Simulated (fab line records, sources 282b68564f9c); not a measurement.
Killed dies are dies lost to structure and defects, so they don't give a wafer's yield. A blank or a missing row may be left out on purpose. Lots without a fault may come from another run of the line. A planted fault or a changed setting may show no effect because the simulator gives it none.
Which tool did it? | flow rit_cmos | 7 lots, 21 wafers sampled, at 2 steps of a route of 202

WHAT THE GAUGES READ, wafer by wafer
RIT_PRETRO_OVL_MEAS_06.
lot  | measured    | on         | PRETRO_OVL (nm)
L375 | day 2 13:16 | overlay-01 | 2.5 2.4 1.9
L379 | day 3 09:40 | overlay-02 | 2.4 1.1 1.3
L382 | day 3 23:53 | overlay-02 | 0.9 -0.8 0.7
L385 | day 4 15:50 | overlay-01 | 0.4 -0.5 0.0
L388 | day 5 05:56 | overlay-01 | 1.2 1.9 1.6
L392 | day 6 00:52 | overlay-02 | -147.7 -148.9 -149.1
L395 | day 6 16:46 | overlay-02 | -149.1 -149.4 -149.7

WHICH TOOL RAN EACH LOT (tool, then ch and the chambers of the sampled wafers, then the start)
lot  | RIT_PRETRO_EXPOSE_03
L375 | iline_stepper-02 ch 0, day 2 12:50
L379 | iline_stepper-01 ch 0, day 3 09:15
L382 | iline_stepper-02 ch 0, day 3 23:27
L385 | iline_stepper-02 ch 0, day 4 15:23
L388 | iline_stepper-01 ch 0, day 5 05:31
L392 | iline_stepper-02 ch 0, day 6 00:26
L395 | iline_stepper-02 ch 0, day 6 16:22
- RIT_PRETRO_EXPOSE_03: exposes mask M5, target cd 43700 nm.

THE ANSWER, worked out from the rows above alone
Rule: what is usual is taken from the lots themselves. Put in order of their means at a reading, lots are off if they are a third of the lots or fewer, leave a main group of 4 or more, and stand apart from it by a gap of 3 or more times the standard deviation of the main group's means; of several such gaps the widest counts. A main group whose means are all the same, to the digits that the tables above print for the reading, isn't used. A lot without any number at a reading at which 4 lots or more have one is off too. The other lots that the step has rows for count as sound.
Off: L392, L395, at RIT_PRETRO_OVL_MEAS_06 (PRETRO_OVL). The main group: mean 1.1 nm, standard deviation 0.87.
A tool fits if, at a process step before that reading, it ran every lot that is off, and no sound lot after the first of them. The gauges at RIT_PRETRO_OVL_MEAS_06 are tried like those tools. Can't be told from this: 2 tools fit, iline_stepper-02 at RIT_PRETRO_EXPOSE_03, overlay-02 at RIT_PRETRO_OVL_MEAS_06.

WHAT THE SIMULATOR HAD PUT IN
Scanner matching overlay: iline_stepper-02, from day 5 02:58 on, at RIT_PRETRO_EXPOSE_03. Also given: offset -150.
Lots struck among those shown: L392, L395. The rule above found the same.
